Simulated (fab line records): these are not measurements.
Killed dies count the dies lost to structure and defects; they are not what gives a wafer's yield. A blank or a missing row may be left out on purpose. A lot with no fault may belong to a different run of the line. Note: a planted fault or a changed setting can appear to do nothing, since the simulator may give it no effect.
fab line records + flow ritCmos
[record]
- lots = 13
- wafers = 39
- lastDay = 7
route steps=202 shown ACTIVE@2 SILICIDE@162 CONTACT@180 M1@193
lots with no fault: from the same line, run without faults
startH: the number of hours between the record's first day and the start of the first shown wafer of the lot + waitH: hours from the lot's prior step to this one + " identical to the entry in the row above + L1.1+2: one row covering several wafers at once + - value missing, or start not given + * or withheld: withheld + < > ~ a bound
route shown NAME@n: names a module that has steps shown in the file, with the first one's number in the route + usual: the fault-free wafers' mean and standard deviation + same: alike in all rows + chamber/n: place in a boat + sites: the reading at each site + _std_site: the standard deviation of these + _edge_site: outer sites' mean less inner sites' + radiusMm: how far each site lies from the wafer's centre + mask NAME#n: copy n + behind: tool/chamber where the wafer was last shaped + hold: the reason the lot was held/the length of the hold in hours/how it ended + device: the n, p or np transistor that did not switch + end of line: at the end of the route, the tests of the same wafers + a step given without rows: its recipe and nothing more + killed: at the first sort, the dies lost to defects and structure; wafer yield is something else + map: the dies of a wafer, with x for killed, . for not killed, _ for no die there
set.NAME: setting as actually run; set.NAME@STEP: the setting as run at that earlier step + model.NAME: the simulator's own value behind a step, which no gauge read
route steps across a sampled set of lots; one table per step, one row per wafer
services: a tool's chamber out of use, with start hour (startH, from the record's first day; less than 0 if before it), hours out, and reason
[[steps]]
[step RIT_ACTIVE_OXIDATION_01]
[recipe]
- tempC = 1000
- ambient = O2
- targetThkA = 468
- oxTimeS = 3360
[usual]
- spikeTcCentreC = 1001.7/1.6
- spikeTcLoadC = 1024.6/2.3
- spikeTcSourceC = 1025/3.5
- tubeCenterTempC = 1000/0.089
- tube_center_temp_C_max = 1002.6/0.44
- zonePowerCentrePct = 45.9/0.53
| lot.wafer | tool       | chamber | startH | waitH | spikeTcCentreC | spikeTcLoadC | spikeTcSourceC | tubeCenterTempC | tube_center_temp_C_max | zonePowerCentrePct |
|-----------|------------|---------|--------|-------|----------------|--------------|----------------|-----------------|------------------------|--------------------|
| L488.3    | furnace-01 | 0       | 11.05  | 1.0   | 1002.8         | 1023.7       | 1021           | 999.98          | 1002.4                 | 46.2               |
| L488.5    | "          | 0       | "      | "     | 1001.7         | 1022.3       | 1021           | 999.89          | 1002.0                 | 45.4               |
| L488.6    | "          | 0       | "      | "     | 1002.2         | 1022.2       | 1023           | 999.85          | 1003.2                 | 45.5               |
| L489.2    | furnace-01 | 0       | 17.10  | 2.1   | 1002.4         | 1022.8       | 1024           | 1000.1          | 1002.2                 | 45.4               |
| L489.4    | "          | 0       | "      | "     | 1002.4         | 1022.8       | 1022           | 999.97          | 1001.8                 | 45.8               |
| L489.6    | "          | 0       | "      | "     | 1002.6         | 1022.6       | 1023           | 999.92          | 1002.6                 | 45.8               |
| L490.1    | furnace-04 | 0       | 20.47  | 0.4   | 999.5          | 1025.1       | 1029           | 999.97          | 1002.3                 | 47.1               |
| L490.3    | "          | 0       | "      | "     | 1001.2         | 1022.4       | 1028           | 1000.1          | 1002.7                 | 46.6               |
| L490.5    | "          | 0       | "      | "     | 999.6          | 1024.1       | 1028           | 1000            | 1002.7                 | 46.4               |
| L491.1    | furnace-04 | 0       | 26.54  | 1.5   | 1000.5         | 1025.8       | 1029           | 1000.1          | 1003.8                 | 46.5               |
| L491.2    | "          | 0       | "      | "     | 1000.7         | 1026.3       | 1029           | 1000.1          | 1002.4                 | 46.1               |
| L491.3    | "          | 0       | "      | "     | 1000.0         | 1025.8       | 1028           | 1000            | 1002.7                 | 46.3               |
| L497.1    | furnace-04 | 0       | 58.29  | 3.3   | 1001.2         | 1025.8       | 1027           | 999.99          | 1002.1                 | 46.4               |
| L497.4    | "          | 0       | "      | "     | 1001.6         | 1022.7       | 1030           | 999.93          | 1003.2                 | 45.9               |
| L497.5    | "          | 0       | "      | "     | 1001.5         | 1025.4       | 1027           | 999.78          | 1002.7                 | 45.5               |
| L499.2    | furnace-01 | 0       | 65.12  | 0.1   | 962.6          | 982.3        | 982            | 960.12          | 962.3                  | 43.5               |
| L499.3    | "          | 0       | "      | "     | 963.4          | 983.1        | 979            | 960.02          | 963.0                  | 43.1               |
| L499.6    | "          | 0       | "      | "     | 965.2          | 981.0        | 980            | 960.01          | 962.5                  | 43.3               |
| L501.1    | furnace-04 | 0       | 75.13  | 0.1   | 998.4          | 1024.2       | 1028           | 1000            | 1002.8                 | 46.9               |
| L501.3    | "          | 0       | "      | "     | 999.8          | 1022.9       | 1029           | 1000.1          | 1002.5                 | 46.1               |
| L501.5    | "          | 0       | "      | "     | 999.6          | 1023.9       | 1030           | 1000            | 1002.4                 | 45.8               |
| L502.2    | furnace-01 | 0       | 81.55  | 1.5   | 963.6          | 981.3        | 980            | 960.01          | 962.4                  | 42.7               |
| L502.4    | "          | 0       | "      | "     | 962.8          | 982.5        | 979            | 960.08          | 962.6                  | 43.2               |
| L502.6    | "          | 0       | "      | "     | 962.0          | 982.8        | 981            | 960.09          | 962.6                  | 43.8               |
| L503.2    | furnace-02 | 0       | 85.12  | 0.1   | 1000.4         | 1028.8       | 1025           | 1000.1          | 1002.9                 | 46.2               |
| L503.3    | "          | 0       | "      | "     | 1001.0         | 1028.9       | 1026           | 999.98          | 1002.6                 | 45.6               |
| L503.6    | "          | 0       | "      | "     | 1004.7         | 1028.4       | 1026           | 1000.1          | 1002.2                 | 46.2               |
| L505.1    | furnace-04 | 0       | 95.15  | 0.1   | 999.7          | 1025.1       | 1029           | 1000            | 1001.9                 | 45.6               |
| L505.2    | "          | 0       | "      | "     | 1002.1         | 1024.3       | 1027           | 1000.1          | 1002.5                 | 46.0               |
| L505.4    | "          | 0       | "      | "     | 1000.2         | 1025.3       | 1028           | 999.97          | 1002.3                 | 45.8               |
| L506.3    | furnace-02 | 0       | 100.12 | 0.1   | 1001.1         | 1028.9       | 1028           | 999.96          | 1002.2                 | 45.1               |
| L506.4    | "          | 0       | "      | "     | 1001.0         | 1029.8       | 1027           | 1000            | 1003.0                 | 45.4               |
| L506.6    | "          | 0       | "      | "     | 1001.2         | 1029.0       | 1026           | 999.97          | 1003.3                 | 46.3               |
| L508.1    | furnace-02 | 0       | 110.12 | 0.1   | 1002.0         | 1028.6       | 1028           | 999.9           | 1002.4                 | 45.1               |
| L508.2    | "          | 0       | "      | "     | 999.9          | 1028.9       | 1024           | 1000            | 1002.3                 | 46.0               |
| L508.5    | "          | 0       | "      | "     | 1000.7         | 1028.4       | 1026           | 999.91          | 1002.8                 | 45.1               |
| L510.4    | furnace-02 | 0       | 120.12 | 0.0   | 1000.9         | 1029.3       | 1026           | 1000            | 1002.3                 | 46.3               |
| L510.5    | "          | 0       | "      | "     | 1002.3         | 1025.7       | 1025           | 1000            | 1002.0                 | 45.5               |
| L510.6    | "          | 0       | "      | "     | 1001.8         | 1028.1       | 1027           | 1000.2          | 1002.8                 | 44.8               |
[step RIT_ACTIVE_THK_MEAS_02]
[recipe]
- reads = SiO2_of_ACTIVE_OXIDATION_01
[usual]
- ACTIVE_OXIDE_THK = 46.5/0.8
| lot.wafer | tool         | chamber | startH | waitH | ACTIVE_OXIDE_THK[nm] |
|-----------|--------------|---------|--------|-------|----------------------|
| L488.3    | filmMetro-03 | -       | 13.00  | 0.0   | 46.2                 |
| L488.5    | "            | -       | "      | "     | 46.3                 |
| L488.6    | "            | -       | "      | "     | 46.2                 |
| L489.2    | filmMetro-03 | -       | 19.04  | 0.0   | 45.5                 |
| L489.4    | "            | -       | "      | "     | 45.4                 |
| L489.6    | "            | -       | "      | "     | 45.9                 |
| L490.1    | filmMetro-04 | -       | 22.40  | 0.0   | 46.2                 |
| L490.3    | "            | -       | "      | "     | 46.4                 |
| L490.5    | "            | -       | "      | "     | 46.8                 |
| L491.1    | filmMetro-03 | -       | 28.47  | 0.0   | 46.8                 |
| L491.2    | "            | -       | "      | "     | 47.9                 |
| L491.3    | "            | -       | "      | "     | 47.2                 |
| L497.1    | filmMetro-03 | -       | 60.23  | 0.0   | 46.4                 |
| L497.4    | "            | -       | "      | "     | 46.3                 |
| L497.5    | "            | -       | "      | "     | 47.1                 |
| L499.2    | filmMetro-04 | -       | 67.06  | 0.0   | 32.8                 |
| L499.3    | "            | -       | "      | "     | 33.0                 |
| L499.6    | "            | -       | "      | "     | 31.4                 |
| L501.1    | filmMetro-04 | -       | 77.06  | 0.0   | 46.4                 |
| L501.3    | "            | -       | "      | "     | 45.4                 |
| L501.5    | "            | -       | "      | "     | 45.5                 |
| L502.2    | filmMetro-03 | -       | 83.49  | 0.0   | 30.7                 |
| L502.4    | "            | -       | "      | "     | 30.4                 |
| L502.6    | "            | -       | "      | "     | 30.8                 |
| L503.2    | filmMetro-01 | -       | 87.06  | 0.0   | 45.9                 |
| L503.3    | "            | -       | "      | "     | 45.5                 |
| L503.6    | "            | -       | "      | "     | 46.0                 |
| L505.1    | filmMetro-01 | -       | 97.08  | 0.0   | 46.7                 |
| L505.2    | "            | -       | "      | "     | 46.0                 |
| L505.4    | "            | -       | "      | "     | 46.6                 |
| L506.3    | filmMetro-04 | -       | 102.07 | 0.0   | 46.7                 |
| L506.4    | "            | -       | "      | "     | 46.3                 |
| L506.6    | "            | -       | "      | "     | 46.8                 |
| L508.1    | filmMetro-01 | -       | 112.05 | 0.0   | 46.7                 |
| L508.2    | "            | -       | "      | "     | 46.5                 |
| L508.5    | "            | -       | "      | "     | 47.4                 |
| L510.4    | filmMetro-04 | -       | 122.08 | 0.0   | 46.6                 |
| L510.5    | "            | -       | "      | "     | 45.9                 |
| L510.6    | "            | -       | "      | "     | 45.9                 |
[step RIT_SILICIDE_SPUTTER_01]
[recipe]
- material = Ti
- targetThkNm = 30
- powerW = 350
- chamberPressurePa = 0.667
- gas = Ar
- timeS = 240
- substrateTempC = 25
[usual]
- throttleValvePct = 30.4/1.1
| lot.wafer | tool          | chamber | startH | waitH | throttleValvePct |
|-----------|---------------|---------|--------|-------|------------------|
| L488.3    | pvdSputter-04 | -       | 66.89  | 0.0   | 30.8             |
| L488.5    | "             | -       | "      | "     | 31.3             |
| L488.6    | "             | -       | "      | "     | 30.6             |
| L490.1    | pvdSputter-01 | -       | 72.53  | 0.0   | 29.6             |
| L490.3    | "             | -       | "      | "     | 32.2             |
| L490.5    | "             | -       | "      | "     | 32.4             |
| L489.2    | pvdSputter-03 | -       | 72.92  | 0.0   | 28.6             |
| L489.4    | "             | -       | "      | "     | 29.9             |
| L489.6    | "             | -       | "      | "     | 28.8             |
| L491.1    | pvdSputter-04 | -       | 78.53  | 0.0   | 30.9             |
| L491.2    | "             | -       | "      | "     | 28.9             |
| L491.3    | "             | -       | "      | "     | 31.5             |
| L497.1    | pvdSputter-04 | -       | 101.98 | 0.0   | 31.5             |
| L497.4    | "             | -       | "      | "     | 30.9             |
| L497.5    | "             | -       | "      | "     | 30.9             |
| L499.2    | pvdSputter-04 | -       | 111.47 | 0.0   | 31.2             |
| L499.3    | "             | -       | "      | "     | 30.9             |
| L499.6    | "             | -       | "      | "     | 31.4             |
| L501.1    | pvdSputter-04 | -       | 116.75 | 0.0   | 30.7             |
| L501.3    | "             | -       | "      | "     | 31.2             |
| L501.5    | "             | -       | "      | "     | 30.8             |
| L502.2    | pvdSputter-04 | -       | 121.76 | 0.0   | 31.4             |
| L502.4    | "             | -       | "      | "     | 30.7             |
| L502.6    | "             | -       | "      | "     | 28.6             |
| L503.2    | pvdSputter-03 | -       | 126.66 | 0.0   | 30.0             |
| L503.3    | "             | -       | "      | "     | 28.6             |
| L503.6    | "             | -       | "      | "     | 28.7             |
| L505.1    | pvdSputter-03 | -       | 134.69 | 0.0   | 30.5             |
| L505.2    | "             | -       | "      | "     | 30.3             |
| L505.4    | "             | -       | "      | "     | 29.8             |
| L506.3    | pvdSputter-01 | -       | 141.79 | 0.0   | 32.2             |
| L506.4    | "             | -       | "      | "     | 29.7             |
| L506.6    | "             | -       | "      | "     | 32.1             |
| L508.1    | pvdSputter-01 | -       | 153.56 | 0.0   | 29.3             |
| L508.2    | "             | -       | "      | "     | 28.6             |
| L508.5    | "             | -       | "      | "     | 32.4             |
| L510.4    | pvdSputter-01 | -       | 165.59 | 0.0   | 30.5             |
| L510.5    | "             | -       | "      | "     | 28.4             |
| L510.6    | "             | -       | "      | "     | 30.3             |
[step RIT_CONTACT_STRIP_12]
[recipe]
- chemistry = O2
- timeS = 180
- resist = NOVOLAK
- platenTempC = withheld
- powerW = 500
- pressureMtorr = 4000
- o2FlowSccm = 4000
[usual]
- drypumpMotorCurrentA = 6.0/0.39
- rfReflPowerW = 7.0/2
| lot.wafer | tool           | chamber | startH | waitH | drypumpMotorCurrentA | rfHoursCounterH | rfReflPowerW |
|-----------|----------------|---------|--------|-------|----------------------|-----------------|--------------|
| L488.3    | plasmaAsher-02 | 1       | 69.20  | 0.2   | 5.6                  | -               | 5.1          |
| L488.5    | "              | 0       | "      | "     | 6.4                  | -               | 8.5          |
| L488.6    | "              | 1       | "      | "     | 5.6                  | -               | 5.0          |
| L490.1    | plasmaAsher-01 | 1       | 74.83  | 0.1   | 5.7                  | 41              | 7.7          |
| L490.3    | "              | 1       | "      | "     | 5.7                  | -               | 7.7          |
| L490.5    | "              | 0       | "      | "     | 5.6                  | -               | 4.3          |
| L489.2    | plasmaAsher-02 | 0       | 75.06  | 0.1   | 6.3                  | 29              | 8.8          |
| L489.4    | "              | 0       | "      | "     | 6.3                  | -               | 8.5          |
| L489.6    | "              | 1       | "      | "     | 5.7                  | -               | 5.4          |
| L491.1    | plasmaAsher-04 | 0       | 80.74  | 0.1   | 5.7                  | 43              | 5.9          |
| L491.2    | "              | 1       | "      | "     | 6.6                  | 43              | 9.6          |
| L491.3    | "              | 0       | "      | "     | 5.8                  | -               | 5.8          |
| L497.1    | plasmaAsher-02 | 0       | 104.25 | 0.1   | 6.3                  | 34              | 9.1          |
| L497.4    | "              | 0       | "      | "     | 6.3                  | -               | 8.7          |
| L497.5    | "              | 0       | "      | "     | 6.3                  | -               | 8.8          |
| L499.2    | plasmaAsher-02 | 0       | 113.96 | 0.1   | 6.3                  | 35              | 8.6          |
| L499.3    | "              | 1       | "      | "     | 5.7                  | -               | 5.2          |
| L499.6    | "              | 1       | "      | "     | 5.7                  | -               | 5.3          |
| L501.1    | plasmaAsher-04 | 0       | 118.88 | 0.1   | 5.7                  | 48              | 6.0          |
| L501.3    | "              | 1       | "      | "     | 6.6                  | -               | 9.5          |
| L501.5    | "              | 1       | "      | "     | 6.6                  | -               | 9.8          |
| L502.2    | plasmaAsher-01 | 0       | 123.97 | 0.1   | 5.6                  | 1               | 4.3          |
| L502.4    | "              | 1       | "      | "     | 5.7                  | -               | 7.8          |
| L502.6    | "              | 0       | "      | "     | 5.6                  | -               | 4.5          |
| L503.2    | plasmaAsher-01 | 0       | 128.87 | 0.1   | 5.6                  | 1               | 4.3          |
| L503.3    | "              | 0       | "      | "     | 5.6                  | -               | 4.2          |
| L503.6    | "              | 1       | "      | "     | 5.7                  | -               | 7.8          |
| L505.1    | plasmaAsher-01 | 0       | 136.90 | 0.1   | 5.6                  | 2               | 4.3          |
| L505.2    | "              | 1       | "      | "     | 5.8                  | 2               | 8.0          |
| L505.4    | "              | 0       | "      | "     | 5.6                  | -               | 4.4          |
| L506.3    | plasmaAsher-01 | 1       | 144.06 | 0.2   | 5.7                  | -               | 7.6          |
| L506.4    | "              | 0       | "      | "     | 5.6                  | -               | 4.2          |
| L506.6    | "              | 0       | "      | "     | 5.6                  | -               | 4.5          |
| L508.1    | plasmaAsher-04 | 0       | 155.64 | 0.1   | 5.7                  | 52              | 5.9          |
| L508.2    | "              | 1       | "      | "     | 6.6                  | 52              | 9.5          |
| L508.5    | "              | 1       | "      | "     | 6.6                  | -               | 9.7          |
| L510.4    | plasmaAsher-02 | 0       | 167.73 | 0.2   | 6.3                  | -               | 8.8          |
| L510.5    | "              | 1       | "      | "     | 5.7                  | -               | 5.3          |
| L510.6    | "              | 0       | "      | "     | 6.3                  | -               | 8.8          |
[step RIT_M1_CD_MEAS_09]
[recipe]
- targetCdNm = 2600
[usual]
- cdNm = 2599.4/1.9
| lot.wafer | tool     | chamber | startH | waitH | cdNm   |
|-----------|----------|---------|--------|-------|--------|
| L488.3    | cdSem-02 | -       | 71.78  | -     | 2602.5 |
| L488.5    | "        | -       | "      | "     | 2600.1 |
| L488.6    | "        | -       | "      | "     | 2600.4 |
| L490.1    | cdSem-01 | -       | 76.97  | -     | 2599.0 |
| L490.3    | "        | -       | "      | "     | 2598.3 |
| L490.5    | "        | -       | "      | "     | 2598.8 |
| L489.2    | cdSem-01 | -       | 77.79  | -     | 2600.1 |
| L489.4    | "        | -       | "      | "     | 2600.6 |
| L489.6    | "        | -       | "      | "     | 2599.1 |
| L491.1    | cdSem-01 | -       | 83.92  | -     | 2600.5 |
| L491.2    | "        | -       | "      | "     | 2600.7 |
| L491.3    | "        | -       | "      | "     | 2599.3 |
| L497.1    | cdSem-02 | -       | 106.63 | -     | 2598.9 |
| L497.4    | "        | -       | "      | "     | 2596.3 |
| L497.5    | "        | -       | "      | "     | 2595.7 |
| L499.2    | cdSem-02 | -       | 115.99 | -     | 2597.7 |
| L499.3    | "        | -       | "      | "     | 2599.2 |
| L499.6    | "        | -       | "      | "     | 2598.0 |
| L501.1    | cdSem-02 | -       | 121.00 | -     | 2598.2 |
| L501.3    | "        | -       | "      | "     | 2598.5 |
| L501.5    | "        | -       | "      | "     | 2601.8 |
| L502.2    | cdSem-01 | -       | 126.11 | -     | 2600.7 |
| L502.4    | "        | -       | "      | "     | 2601.0 |
| L502.6    | "        | -       | "      | "     | 2600.4 |
| L503.2    | cdSem-01 | -       | 131.03 | -     | 2599.0 |
| L503.3    | "        | -       | "      | "     | 2597.9 |
| L503.6    | "        | -       | "      | "     | 2595.0 |
| L505.1    | cdSem-02 | -       | 139.03 | -     | 2601.1 |
| L505.2    | "        | -       | "      | "     | 2599.8 |
| L505.4    | "        | -       | "      | "     | 2601.5 |
| L506.3    | cdSem-01 | -       | 146.04 | -     | 2603.0 |
| L506.4    | "        | -       | "      | "     | 2598.9 |
| L506.6    | "        | -       | "      | "     | 2599.3 |
| L508.1    | cdSem-01 | -       | 157.77 | -     | 2597.8 |
| L508.2    | "        | -       | "      | "     | 2597.1 |
| L508.5    | "        | -       | "      | "     | 2598.3 |
| L510.4    | cdSem-01 | -       | 171.63 | -     | 2603.4 |
| L510.5    | "        | -       | "      | "     | 2600.3 |
| L510.6    | "        | -       | "      | "     | 2599.3 |
[step RIT_M1_PROBE_99]
[usual]
- killedAtContacts = 0.1/0.38
- killedAtFrontEnd = 7/3.2
- killedDies = 7/3.2
- killedOpen = 3.6/2.1
- killedShort = 3.5/2
[same]
- grossDies = 264
- killed_at_M0_to_M3 = 0
- killed_at_M4_up = 0
- killedAtBackSide = 0
- killedAtOther = 0
| lot.wafer | tool      | chamber | startH | waitH | killedAtContacts | killedAtFrontEnd | killedDies | killedOpen | killedShort |
|-----------|-----------|---------|--------|-------|------------------|------------------|------------|------------|-------------|
| L505.1    | prober-02 | -       | 141.77 | 0.1   | 0                | 4                | 4          | 2          | 2           |
| L505.2    | prober-02 | -       | 141.82 | 0.1   | 0                | 9                | 9          | 6          | 3           |
| L505.4    | prober-02 | -       | 141.92 | 0.2   | 0                | 5                | 5          | 4          | 1           |
// killed by level:class
L505.1 FOX1:geometricParticle:short=1 GATE:geometricParticle:open=1 REOX:geometricParticle:short=1 SPACER:geometricParticle:open=1
L505.2 FOX2:geometricParticle:open=2 REOX:geometricParticle:short=2 SILICIDE:geometricParticle:open=2 FOX1:geometricParticle:open=1 GATE:geometricParticle:short=1 REOX:geometricParticle:open=1
L505.4 FOX1:geometricParticle:open=2 FOX1:geometricParticle:short=1 REOX:geometricParticle:open=1 SPACER:geometricParticle:open=1
[[services]]
| tool           | chamber | startH | hours | kind      |
|----------------|---------|--------|-------|-----------|
| furnace-01     | -       | 20.35  | 3.6   | pm        |
| furnace-02     | -       | 56.05  | 3.7   | pm        |
| plasmaAsher-04 | -       | 57.13  | 14.6  | pm        |
| furnace-02     | -       | 67.56  | 3.1   | pm        |
| furnace-01     | -       | 72.48  | 2.4   | pm        |
| pvdSputter-01  | -       | 74.48  | 2.7   | repair    |
| plasmaAsher-01 | -       | 80.55  | 13.0  | repair    |
| plasmaAsher-01 | -       | 108.75 | 9.0   | pm        |
| plasmaAsher-01 | 0       | 108.75 | 9.0   | ventCycle |
| plasmaAsher-01 | 1       | 108.75 | 9.0   | ventCycle |
| pvdSputter-01  | -       | 111.58 | 6.5   | repair    |
| plasmaAsher-01 | 0       | 117.75 | -     | clean     |
| plasmaAsher-01 | 1       | 117.75 | -     | clean     |
| furnace-04     | -       | 135.19 | 4.4   | pm        |
| pvdSputter-01  | -       | 137.05 | 1.7   | repair    |
| pvdSputter-04  | -       | 154.64 | 3.9   | repair    |
| plasmaAsher-04 | -       | 157.55 | 2.8   | pm        |
[[key]]
[firstSign]
- step = RIT_ACTIVE_OXIDATION_01
- reading = tubeCenterTempC
- direction = down
- sigmas = 99+
- usual = *
- struck = *
[effect]
- step = RIT_ACTIVE_OXIDATION_01
- reading = tube_center_temp_C_max
- direction = down
- sigmas = 91
- usual = *
- struck = *
[effect]
- step = RIT_ACTIVE_THK_MEAS_02
- reading = ACTIVE_OXIDE_THK
- direction = down
- sigmas = 19
- usual = 46.5
- struck = 31.5
metAt RIT_ACTIVE_OXIDATION_01
struckLots L499,L502
testerLeftOut L499,L502
notActingAt RIT_SILICIDE_SPUTTER_01,RIT_CONTACT_STRIP_12,RIT_M1_CD_MEAS_09
onsetBetween 17.10 65.12
[fault]
- kind = processParameterDrift
- tool = furnace-01
- chamber = -
- onsetH = 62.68
- steps = RIT_ACTIVE_OXIDATION_01
- channel = tempC
- offset = *
- shape = step
- endH = 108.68
- actsIn = *
- stated = *
// testerLeftOut: of these lots the tester's yield and bins aren't shown, on N5 and GAA mostly nor the transistor test; their killed dies are dies lost to structure and defects alone, not to doping, threshold or leakage, so they don't give the yield
